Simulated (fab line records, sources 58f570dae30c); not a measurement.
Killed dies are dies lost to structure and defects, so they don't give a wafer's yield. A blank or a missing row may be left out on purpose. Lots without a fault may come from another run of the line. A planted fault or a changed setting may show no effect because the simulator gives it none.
Problem report in the 8D (eight disciplines) form, filled by code | flow berkeley_cmos170 | the parts of the form that need people (team, actions taken, sign-off) are left out

1. THE PROBLEM
oes_product_au at UCB170_M3_ETCH_17 reads a mean of 1.24 a.u. on 6 wafers of 2 lots; wafers without a fault read 1.00 a.u. with a standard deviation of 0.036. That is +6.6 standard deviations from the usual mean.
The step: etches BARC in N2/H2.
First seen on wafer L500.2, day 11 05:11, on rie_diel-02. The record holds 42 wafers of 14 lots with a number at this step. Rule for "out", or "out of limits": more than 4 standard deviations from the usual mean. The other wafers with a number count as sound.

2. WHAT IT IS AND WHAT IT IS NOT
question                    | is                     | is not
which readings at this step | oes_product_au         | drypump_motor_current_A, throttle_valve_pct
which lots                  | L499, L500             | L488, L489, L490, L491, L492, L495, L496, L504, L505, L506, L508, L509
which wafers of those lots  | all that have a number | -
read on which tools         | rie_diel-02            | rie_diel-01, rie_diel-03
when                        | from day 11 05:11      | up to then (21 sound wafers); but 15 sound wafers of L504, L505, L506, L508, L509 came after

3. SUSPECTS, AND WHAT RULES EACH OUT
Counting: a tool at a process step up to the reading stays a suspect if it ran every lot that is out and no sound lot after the first of them.
- rie_diel-02 at UCB170_M3_ETCH_17 (etches BARC in N2/H2): kept. It ran every lot that is out, first L500 (day 11 05:11), and no sound lot after that; its last sound lot up to then is L490 (day 8 21:26). Its own readings are out on those wafers: oes_product_au.
Left after counting: rie_diel-02 at UCB170_M3_ETCH_17.

4. THE CAUSE (what the simulator had put in)
Process parameter drift: rie_diel-02, from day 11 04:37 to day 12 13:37, at UCB170_M3_ETCH_17. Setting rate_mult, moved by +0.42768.
Counting left only this tool.

5. THE CHAIN OF EFFECTS, in route order
Each row: a reading whose mean over the struck wafers that have a number lies more than 3 standard deviations from the usual. Only readings for which the record gives a usual standard deviation are gone through. hours: the time from each lot's start at the first step in this table that gives one to its start at this step, as a median over the lots. sigmas: the change in usual standard deviations.
hours | step              | reading        | usual     | on struck wafers | change | sigmas
0     | UCB170_M3_ETCH_17 | oes_product_au | 1.00 a.u. | 1.24             | +0.24  | +6.6
The process steps in it:
- UCB170_M3_ETCH_17: etches BARC in N2/H2.

6. WHAT WOULD HAVE CAUGHT IT SOONER
In this record the first reading out of limits was taken at day 11 05:11, 1 hour after the fault began at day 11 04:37.
